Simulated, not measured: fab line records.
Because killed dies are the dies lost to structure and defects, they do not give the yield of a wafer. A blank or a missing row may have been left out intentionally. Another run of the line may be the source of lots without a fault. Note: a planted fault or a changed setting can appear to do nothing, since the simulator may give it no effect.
fab line records -- flow rit-cmos -- part 2 of 2: steps 36 to 48 of 48
record lots=5, wafers=15, last-day=6
route steps=202 shown SPACER@127 NSD@131 PSD@142 SDANNEAL@153 PLDD@159 NLDD@160 SILICIDE@161 CONTACT@168
lots that met no fault: taken from a fault-free run of the same line
start-h: start of the lot's first displayed wafer, in hours after the record's first day -- wait-h: hours since the lot's step before -- " as in the row above -- L1.1+2: several wafers, shown together as one row -- - no value, or no start was given -- * or withheld: withheld -- < > ~ a bound
route shown NAME@n: a module of which the file shows steps, and the number in the route of the first -- usual: mean/standard deviation taken from wafers without a fault -- same: alike in all rows -- chamber/n: place in a boat -- sites: the reading at each site -- _std_site: standard deviation across them -- _edge_site: mean of outer sites minus mean of inner sites -- radius-mm: how far each site lies from the wafer's centre -- mask NAME#n: copy n -- behind: the most recent tool/chamber to have shaped the wafer -- hold: cause of the lot's hold/its duration in hours/its outcome -- device: names the non-switching transistor (n, p or np) -- end of line: the tests these same wafers got at the end of their route -- a step given without rows: its recipe and nothing more -- killed: the dies lost at the first sort to structure and to defects; this is not the yield of the wafer -- map: a wafer's dies, marking killed ones x, the rest . and places with no die _
set.NAME: setting as actually run; set.NAME@STEP: the setting as run at that earlier step -- model.NAME: the simulator's own value behind a step, which no gauge read
a table for each step, a row for each wafer; lots at some steps of the route
services: the hour from which a tool's chamber was out of use, counted from the record's first day as start-h (under 0 if before that day), plus the number of hours and why
## steps
# step RIT_SILICIDE_SPUTTER_01
# recipe material=Ti, target-thk-nm=30, power-w=350, chamber-pressure-pa=0.6962, gas=Ar, time-s=240, substrate-temp-c=25
# usual substrate-temp-c=25.00/0.11, throttle-valve-pct=30.0/0.74
lot.wafer,tool,chamber,start-h,wait-h,substrate-temp-c,throttle-valve-pct
L074.1,pvd-sputter-04,-,55.64,0.0,25.07,30.1
L074.2,pvd-sputter-04,-,55.64,0.0,25.06,29.6
L074.6,pvd-sputter-04,-,55.64,0.0,24.84,29.9
L076.3,pvd-sputter-04,-,65.92,0.0,24.75,29.7
L076.5,pvd-sputter-04,-,65.92,0.0,24.91,30.0
L076.6,pvd-sputter-04,-,65.92,0.0,24.91,29.9
L077.1,pvd-sputter-03,-,67.55,0.0,25.05,30.1
L077.2,pvd-sputter-03,-,67.55,0.0,24.97,27.9
L077.6,pvd-sputter-03,-,67.55,0.0,24.85,29.4
L080.2,pvd-sputter-04,-,80.77,0.0,24.96,30.2
L080.3,pvd-sputter-04,-,80.77,0.0,24.94,30.0
L080.6,pvd-sputter-04,-,80.77,0.0,24.95,29.8
L092.2,pvd-sputter-04,-,139.95,0.0,24.90,30.0
L092.4,pvd-sputter-04,-,139.95,0.0,24.96,29.8
L092.6,pvd-sputter-04,-,139.95,0.0,24.75,29.6
# step RIT_SILICIDE_RS_MEAS_02
# recipe thk-meas-gauge=four-point-probe, reads=Ti_of_SILICIDE_SPUTTER_01
# usual SILICIDE_TI_RS=52.6/0.74
lot.wafer,tool,chamber,start-h,wait-h,SILICIDE_TI_RS[ohm/sq]
L074.1,film-metro-03,-,55.79,0.1,53.4
L074.2,film-metro-03,-,55.79,0.1,53.4
L074.6,film-metro-03,-,55.79,0.1,53.2
L076.3,film-metro-03,-,66.11,0.1,53.2
L076.5,film-metro-03,-,66.11,0.1,53.1
L076.6,film-metro-03,-,66.11,0.1,53.3
L077.1,film-metro-01,-,67.70,0.1,51.4
L077.2,film-metro-01,-,67.70,0.1,52.0
L077.6,film-metro-01,-,67.70,0.1,51.5
L080.2,film-metro-01,-,80.94,0.1,52.3
L080.3,film-metro-01,-,80.94,0.1,51.8
L080.6,film-metro-01,-,80.94,0.1,52.4
L092.2,film-metro-01,-,140.12,0.1,52.3
L092.4,film-metro-01,-,140.12,0.1,51.9
L092.6,film-metro-01,-,140.12,0.1,52.6
# step RIT_SILICIDE_THK_MEAS_03
# recipe thk-meas-gauge=xrf, reads=Ti_of_SILICIDE_SPUTTER_01
# usual SILICIDE_TI_THK=29.1/0.32
lot.wafer,tool,chamber,start-h,wait-h,SILICIDE_TI_THK[nm]
L074.1,film-metro-03,-,55.91,0.1,28.8
L074.2,film-metro-03,-,55.91,0.1,29.0
L074.6,film-metro-03,-,55.91,0.1,28.9
L076.3,film-metro-03,-,66.21,0.1,28.9
L076.5,film-metro-03,-,66.21,0.1,28.9
L076.6,film-metro-03,-,66.21,0.1,28.9
L077.1,film-metro-01,-,67.82,0.1,29.7
L077.2,film-metro-01,-,67.82,0.1,29.4
L077.6,film-metro-01,-,67.82,0.1,29.5
L080.2,film-metro-01,-,81.05,0.1,29.3
L080.3,film-metro-01,-,81.05,0.1,29.5
L080.6,film-metro-01,-,81.05,0.1,29.2
L092.2,film-metro-01,-,140.23,0.1,29.4
L092.4,film-metro-01,-,140.23,0.1,29.4
L092.6,film-metro-01,-,140.23,0.1,29.1
# step RIT_SILICIDE_RTA_04
# recipe temp-c=650, time-s=10, idle-temp-c=25, ramp-up-s=5, ramp-down-s=5, cool-to-c=25, ambient=N2
# usual wafer_temp_C_max=652.3/0.62
lot.wafer,tool,chamber,start-h,wait-h,wafer_temp_C_max
L074.1,rtp-anneal-01,0,55.97,0.1,652.4
L074.2,rtp-anneal-01,0,55.97,0.1,652.0
L074.6,rtp-anneal-01,0,55.97,0.1,651.5
L076.3,rtp-anneal-01,0,66.27,0.1,651.5
L076.5,rtp-anneal-01,0,66.27,0.1,651.6
L076.6,rtp-anneal-01,0,66.27,0.1,651.9
L077.1,rtp-anneal-02,0,67.88,0.1,652.0
L077.2,rtp-anneal-02,0,67.88,0.1,652.6
L077.6,rtp-anneal-02,0,67.88,0.1,651.9
L080.2,rtp-anneal-01,0,81.11,0.1,651.6
L080.3,rtp-anneal-01,0,81.11,0.1,651.9
L080.6,rtp-anneal-01,0,81.11,0.1,652.9
L092.2,rtp-anneal-01,0,140.29,0.1,652.0
L092.4,rtp-anneal-01,0,140.29,0.1,652.0
L092.6,rtp-anneal-01,0,140.29,0.1,651.3
# step RIT_SILICIDE_WET_ETCH_05
# recipe chemistry=SPM, target=Ti, temp-c=90, time-s=120, dry=n2-spin
lot.wafer,tool,chamber,start-h,wait-h
L074.1+2+6,wet-bench-02,3,56.04,0.1
L076.3+5+6,wet-bench-02,3,66.32,0.0
L077.1+2+6,wet-bench-02,3,67.94,0.1
L080.2+3+6,wet-bench-03,1,81.17,0.0
L092.2+4+6,wet-bench-02,3,140.35,0.0
# step RIT_SILICIDE_RTA_06
# recipe temp-c=750, time-s=10, idle-temp-c=25, ramp-up-s=5, ramp-down-s=10, cool-to-c=25, ambient=N2
# usual wafer_temp_C_max=752.8/0.68
lot.wafer,tool,chamber,start-h,wait-h,wafer_temp_C_max
L074.1,rtp-anneal-02,0,56.08,0.0,753.0
L074.2,rtp-anneal-02,0,56.08,0.0,753.0
L074.6,rtp-anneal-02,0,56.08,0.0,752.8
L076.3,rtp-anneal-02,0,66.38,0.0,752.8
L076.5,rtp-anneal-02,0,66.38,0.0,752.7
L076.6,rtp-anneal-02,0,66.38,0.0,752.6
L077.1,rtp-anneal-01,0,67.99,0.0,752.8
L077.2,rtp-anneal-01,0,67.99,0.0,752.9
L077.6,rtp-anneal-01,0,67.99,0.0,752.5
L080.2,rtp-anneal-02,0,81.22,0.0,752.7
L080.3,rtp-anneal-02,0,81.22,0.0,753.4
L080.6,rtp-anneal-02,0,81.22,0.0,753.4
L092.2,rtp-anneal-02,0,140.40,0.0,752.9
L092.4,rtp-anneal-02,0,140.40,0.0,753.1
L092.6,rtp-anneal-02,0,140.40,0.0,753.1
# step RIT_CONTACT_CVD_00
# recipe material=SiO2, target-thk-nm=400, precursor=TEOS, temp-c=390, time-s=61, rf-w=400
# usual heater-power-w=300/53
lot.wafer,tool,chamber,start-h,wait-h,heater-power-w
L074.1,pecvd-01,0,56.21,0.1,358
L074.2,pecvd-01,1,56.21,0.1,324
L074.6,pecvd-01,0,56.21,0.1,379
L076.3,pecvd-04,0,66.42,0.0,346
L076.5,pecvd-04,1,66.42,0.0,239
L076.6,pecvd-04,2,66.42,0.0,234
L077.1,pecvd-01,0,68.05,0.1,407
L077.2,pecvd-01,2,68.05,0.1,297
L077.6,pecvd-01,2,68.05,0.1,312
L080.2,pecvd-01,2,81.28,0.0,299
L080.3,pecvd-01,0,81.28,0.0,393
L080.6,pecvd-01,1,81.28,0.0,356
L092.2,pecvd-02,2,140.45,0.0,266
L092.4,pecvd-02,2,140.45,0.0,271
L092.6,pecvd-02,1,140.45,0.0,321
# step RIT_CONTACT_THK_MEAS_01
# recipe reads=SiO2_of_CONTACT_CVD_00
# usual CONTACT_TEOS_THK=400/5.2
lot.wafer,tool,chamber,start-h,wait-h,CONTACT_TEOS_THK[nm]
L074.1,film-metro-01,-,56.26,0.0,405
L074.2,film-metro-01,-,56.26,0.0,402
L074.6,film-metro-01,-,56.26,0.0,406
L076.3,film-metro-04,-,66.49,0.0,395
L076.5,film-metro-04,-,66.49,0.0,398
L076.6,film-metro-04,-,66.49,0.0,401
L077.1,film-metro-04,-,68.10,0.0,398
L077.2,film-metro-04,-,68.10,0.0,399
L077.6,film-metro-04,-,68.10,0.0,404
L080.2,film-metro-04,-,81.34,0.0,399
L080.3,film-metro-04,-,81.34,0.0,398
L080.6,film-metro-04,-,81.34,0.0,410
L092.2,film-metro-04,-,140.51,0.0,393
L092.4,film-metro-04,-,140.51,0.0,397
L092.6,film-metro-04,-,140.51,0.0,395
# step RIT_CONTACT_HMDS_02
# recipe prime-time-s=60, prime-temp-c=140
lot.wafer,tool,chamber,start-h,wait-h
L074.1+2+6,litho-track-02,0,56.32,0.1
L076.3+5+6,litho-track-02,0,66.58,0.1
L077.1+2+6,litho-track-03,0,68.16,0.1
L080.2+3+6,litho-track-03,0,81.44,0.1
L092.2+4+6,litho-track-03,0,140.59,0.1
# step RIT_CONTACT_COAT_03
# recipe resist=NOVOLAK, spin-rpm=3250, resist-thk-nm=1000
lot.wafer,tool,chamber,start-h,wait-h
L074.1+2+6,litho-track-02,0,56.47,0.1
L076.3+5+6,litho-track-02,0,66.73,0.1
L077.1+2+6,litho-track-03,0,68.31,0.1
L080.2+3+6,litho-track-03,0,81.59,0.1
L092.2+4+6,litho-track-03,0,140.74,0.1
# step RIT_CONTACT_SOFTBAKE_04
# recipe resist=NOVOLAK, temp-c=90, time-s=60
lot.wafer,tool,chamber,start-h,wait-h
L074.1+2+6,litho-track-02,0,56.62,0.1
L076.3+5+6,litho-track-02,0,66.88,0.1
L077.1+2+6,litho-track-03,0,68.46,0.1
L080.2+3+6,litho-track-03,0,81.74,0.1
L092.2+4+6,litho-track-03,0,140.89,0.1
# step RIT_CONTACT_EXPOSE_05
# recipe mask-id=M11, na=0.6, source-shape=conventional, sigma-outer=0.5, target-cd-nm=1000, dose-mj=250
# same sigma-outer=0.5
lot.wafer,tool,chamber,start-h,wait-h,mask
L074.1+2+6,iline-stepper-02,0,56.90,0.2,M11#0
L076.3+5+6,iline-stepper-02,0,67.02,0.1,M11#0
L077.1+2+6,iline-stepper-02,0,68.61,0.1,M11#0
L080.2+3+6,iline-stepper-01,0,81.89,0.1,M11#0
L092.2+4+6,iline-stepper-02,0,141.03,0.1,M11#0
# step RIT_CONTACT_PEB_06
# recipe resist=NOVOLAK, temp-c=withheld, time-s=withheld
lot.wafer,tool,chamber,start-h,wait-h
L074.1+2+6,litho-track-01,0,57.01,0.1
L076.3+5+6,litho-track-03,0,67.22,0.2
L077.1+2+6,litho-track-03,0,68.73,0.1
L080.2+3+6,litho-track-03,0,82.01,0.1
L092.2+4+6,litho-track-03,0,141.16,0.1
## services
tool,chamber,start-h,hours,kind
plasma-asher-01,-,26.35,2.8,pm
pecvd-02,0,30.70,4.4,repair
implanter-04,-,36.05,80.3,repair
plasma-asher-04,-,38.69,1.9,repair
iline-stepper-02,-,39.99,1.7,pm
pvd-sputter-04,-,53.22,0.9,repair
plasma-asher-04,-,55.52,12.9,repair
iline-stepper-01,-,57.26,2.1,pm
plasma-asher-01,-,61.46,1.8,repair
lpcvd-02,-,61.97,1.0,repair
rie-diel-02,3,86.45,1.7,repair
implanter-01,-,87.70,0.8,repair
implanter-04,-,95.03,3.4,repair
rie-diel-02,3,96.32,2.8,repair
implanter-01,-,96.47,4.0,repair
plasma-asher-03,-,96.68,6.2,repair
rie-diel-03,0,99.66,7.5,repair
plasma-asher-02,-,108.75,9.0,pm
implanter-01,-,118.44,5.3,repair
pecvd-01,-,120.12,14.6,pm
implanter-03,-,123.77,4.4,pm
implanter-03,-,124.83,2.8,repair
plasma-asher-01,-,128.92,8.7,repair
pecvd-01,2,138.03,4.8,repair
